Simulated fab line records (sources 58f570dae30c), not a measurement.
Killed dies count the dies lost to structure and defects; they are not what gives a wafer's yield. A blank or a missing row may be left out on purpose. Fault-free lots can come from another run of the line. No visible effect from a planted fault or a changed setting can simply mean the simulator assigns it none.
Lot-split experiment    flow berkeley_cmos170    23 wafers read from 5 lots, route of 331 steps

== ABOUT THE SPLIT ==
At UCB170_PWELL_CVD_05 (deposits Si3N4 from SiH2Cl2/NH3, target thk 220 nm, time 3300 s), the setting sih2cl2_flow_sccm was moved away from the recipe's 25 sccm on 20 of the 23 wafers read, by -13.3% to +11.0%. All remaining wafers had this setting at the recipe value.

No step appears in the file between the split and the reading.

== THE READING ==
At UCB170_PWELL_THK_MEAS_06: PWELL_NITRIDE_THK, given in nm. Fault-free wafers of this fab line usually give 218.5 nm, standard deviation 1.6 nm.

wafer   tool, chamber at the split  sih2cl2_flow_sccm as run, sccm  against the recipe  PWELL_NITRIDE_THK, nm  against lot-mates on the recipe
L074.2  -, -                        23.54                           -5.8%               213.8                  no lot-mate on the recipe
L074.3  -, -                        23.54                           -5.8%               214.2                  no lot-mate on the recipe
L074.4  -, -                        23.54                           -5.8%               213.9                  no lot-mate on the recipe
L074.5  -, -                        23.54                           -5.8%               213.1                  no lot-mate on the recipe
L074.6  -, -                        23.54                           -5.8%               213.8                  no lot-mate on the recipe
L075.1  -, -                        21.67                           -13.3%              210.7                  no lot-mate on the recipe
L075.2  -, -                        21.67                           -13.3%              212.7                  no lot-mate on the recipe
L075.3  -, -                        21.67                           -13.3%              210.1                  no lot-mate on the recipe
L075.4  -, -                        21.67                           -13.3%              210.6                  no lot-mate on the recipe
L075.5  -, -                        21.67                           -13.3%              210.2                  no lot-mate on the recipe
L076.2  -, -                        27.44                           +9.8%               222.2                  no lot-mate on the recipe
L076.3  -, -                        27.44                           +9.8%               222.9                  no lot-mate on the recipe
L076.4  -, -                        27.44                           +9.8%               223.9                  no lot-mate on the recipe
L076.5  -, -                        27.44                           +9.8%               224.3                  no lot-mate on the recipe
L076.6  -, -                        27.44                           +9.8%               225.1                  no lot-mate on the recipe
L078.2  lpcvd-01, 0                 25                              recipe              220.9                  -
L078.3  lpcvd-01, 0                 25                              recipe              219.6                  -
L078.4  lpcvd-01, 0                 25                              recipe              218.1                  -
L085.1  -, -                        27.75                           +11.0%              226.7                  no lot-mate on the recipe
L085.3  -, -                        27.75                           +11.0%              228.5                  no lot-mate on the recipe
L085.4  -, -                        27.75                           +11.0%              227.2                  no lot-mate on the recipe
L085.5  -, -                        27.75                           +11.0%              228.7                  no lot-mate on the recipe
L085.6  -, -                        27.75                           +11.0%              226.5                  no lot-mate on the recipe

FIT RESULTS
A straight line over all 23 wafers: PWELL_NITRIDE_THK changes by +0.652 nm for each +1% of sih2cl2_flow_sccm; r = +0.97; the points scatter about the line by 1.6 nm.
Too few moved wafers with a lot-mate on the recipe to fit a line net of each lot's own level.

== THE WHOLE CHAIN: every reading that the file lists as answering this split, in the file's order ==
step                      what it does                                                                reading                                                                        change (the file's fit)                r (the file's)
UCB170_PWELL_CVD_05       deposits Si3N4 from SiH2Cl2/NH3, target thk 220 nm, time 3300 s             Si3N4_of_PWELL_CVD_05.thk_nm (the simulator's own value, which no gauge read)  +0.647 nm for each +1% of the setting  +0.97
UCB170_PWELL_THK_MEAS_06                                                                              PWELL_NITRIDE_THK                                                              +0.652 for each +1% of the setting     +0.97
UCB170_PWELL_ETCH_14      etches Si3N4 in CH3F/Ar/O2, stops on SiO2, target depth 242 nm, time 151 s  etch.depth_nm (the simulator's own value, which no gauge read)                 +0.616 nm for each +1% of the setting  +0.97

== FILE'S OWN FIT ==
PWELL_NITRIDE_THK changes by +0.652 nm for each +1% of sih2cl2_flow_sccm, r = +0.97.
